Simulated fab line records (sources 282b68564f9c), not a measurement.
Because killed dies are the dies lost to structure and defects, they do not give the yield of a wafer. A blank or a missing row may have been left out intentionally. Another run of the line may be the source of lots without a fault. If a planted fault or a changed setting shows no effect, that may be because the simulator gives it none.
Which tool is to blame? | flow rit_cmos | 13 lots with 39 wafers sampled at 2 steps, on a route of 202 steps

== WHAT THE GAUGES SHOWED, per wafer ==
The record lacks any reading of a measuring or inspecting step that a usual standard deviation could be used to judge.

== TOOL THAT RAN EACH LOT (tool first, then ch and the chambers of the sampled wafers, then the start) ==
lot  | RIT_GATE_SOFTBAKE_12             | RIT_M1_PROBE_99
L254 | litho_track-01 ch 0, day 2 12:45 | -
L255 | litho_track-03 ch 0, day 2 16:15 | -
L256 | litho_track-02 ch 0, day 2 23:17 | -
L257 | litho_track-02 ch 0, day 3 02:34 | -
L258 | litho_track-01 ch 0, day 3 08:43 | -
L259 | litho_track-01 ch 0, day 3 12:47 | -
L266 | litho_track-03 ch 0, day 5 05:19 | -
L267 | litho_track-03 ch 0, day 5 15:44 | prober-02, day 6 16:06
L269 | litho_track-03 ch 0, day 5 21:24 | -
L270 | litho_track-02 ch 0, day 6 06:23 | -
L273 | litho_track-02 ch 0, day 6 19:19 | -
L274 | litho_track-02 ch 0, day 6 20:00 | -
L277 | litho_track-02 ch 0, day 7 08:19 | -
- RIT_GATE_SOFTBAKE_12: time 60 s.
- RIT_M1_PROBE_99

== WHAT THE TOOLS THEMSELVES READ (means of the sampled wafers that have a number; where no wafer has one, the mark that the record gives instead) ==
RIT_GATE_SOFTBAKE_12. Usual: heater_power_total_W 34.56 W, standard deviation 0.051; plate_temp_C 89.99 C, standard deviation 0.11; resist_line_temp_C 23.03 C, standard deviation 0.12.
lot  | tool           | heater_power_total_W (W) | plate_temp_C (C) | resist_line_temp_C (C) | flag
L254 | litho_track-01 | 34.57                    | 90.00            | 23.06                  |
L255 | litho_track-03 | 34.56                    | 90.02            | 23.04                  |
L256 | litho_track-02 | 34.59                    | 90.05            | 22.90                  |
L257 | litho_track-02 | 34.55                    | 90.04            | 23.05                  |
L258 | litho_track-01 | 34.55                    | 90.01            | 23.25                  |
L259 | litho_track-01 | 34.55                    | 90.02            | 23.06                  |
L266 | litho_track-03 | 33.79                    | 88.56            | 23.06                  | OFF
L267 | litho_track-03 | 33.79                    | 88.53            | 23.19                  | OFF
L269 | litho_track-03 | 33.78                    | 88.53            | 23.13                  | OFF
L270 | litho_track-02 | 34.55                    | 90.07            | 22.89                  |
L273 | litho_track-02 | 34.58                    | 89.84            | 22.99                  |
L274 | litho_track-02 | 34.57                    | 89.88            | 22.94                  |
L277 | litho_track-02 | 34.54                    | 90.05            | 23.07                  |

RIT_M1_PROBE_99. Usual: killed_at_M0_to_M3 0.0, standard deviation 0.12; killed_at_contacts 0.1, standard deviation 0.24; killed_at_front_end 6.6, standard deviation 2.7; killed_dies 6.6, standard deviation 2.7; killed_open 3.3, standard deviation 1.8; killed_short 3.4, standard deviation 1.9.
lot  | tool      | killed_at_M0_to_M3 | killed_at_contacts | killed_at_front_end | killed_dies | killed_open | killed_short | flag
L267 | prober-02 | 0.0                | 0.3                | 3.7                 | 4.0         | 1.7         | 2.3          |

== THE ANSWER, worked out from the rows above alone ==
Rule: take the mean of a lot's wafers that have a number; if it is more than 3 standard deviations from the usual mean, the lot is off. Also off: a lot with no number at a reading for which 4 or more lots have one. Any other lot the step has rows for is counted as sound. The gauges are gone through in route order, then the tools' own readings, and for those a lot's mean is taken as printed above. The first step at which some lot is off is used, and at that step the reading that is off furthest; a lot without a number counts as furthest.
Off, at RIT_GATE_SOFTBAKE_12 on heater_power_total_W: L266, L267, L269.
If a tool, at that step or one of the process steps before it, ran each lot that is off and ran no sound lot following the first of them, it fits. One fits: RIT_GATE_SOFTBAKE_12 on litho_track-03. A fault onset in the window from L255 (day 2 16:15, its last sound lot) to L266 (day 5 05:19, its first lot off) fits.
The tool's own readings at RIT_GATE_SOFTBAKE_12 bear it out: on the lots that are off they differ by more than 5 times the standard deviation of the sound lots' means. heater_power_total_W reads 33.79 W there against 34.56 W on the sound lots; plate_temp_C reads 88.54 C there against 90.00 C on the sound lots.

== WHAT HAD BEEN PUT IN BY THE SIMULATOR ==
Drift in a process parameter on litho_track-03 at RIT_GATE_SOFTBAKE_12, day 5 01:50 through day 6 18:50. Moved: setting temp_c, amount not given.
Shown lots that were struck: L266, L267, L269. The rule above found the same.
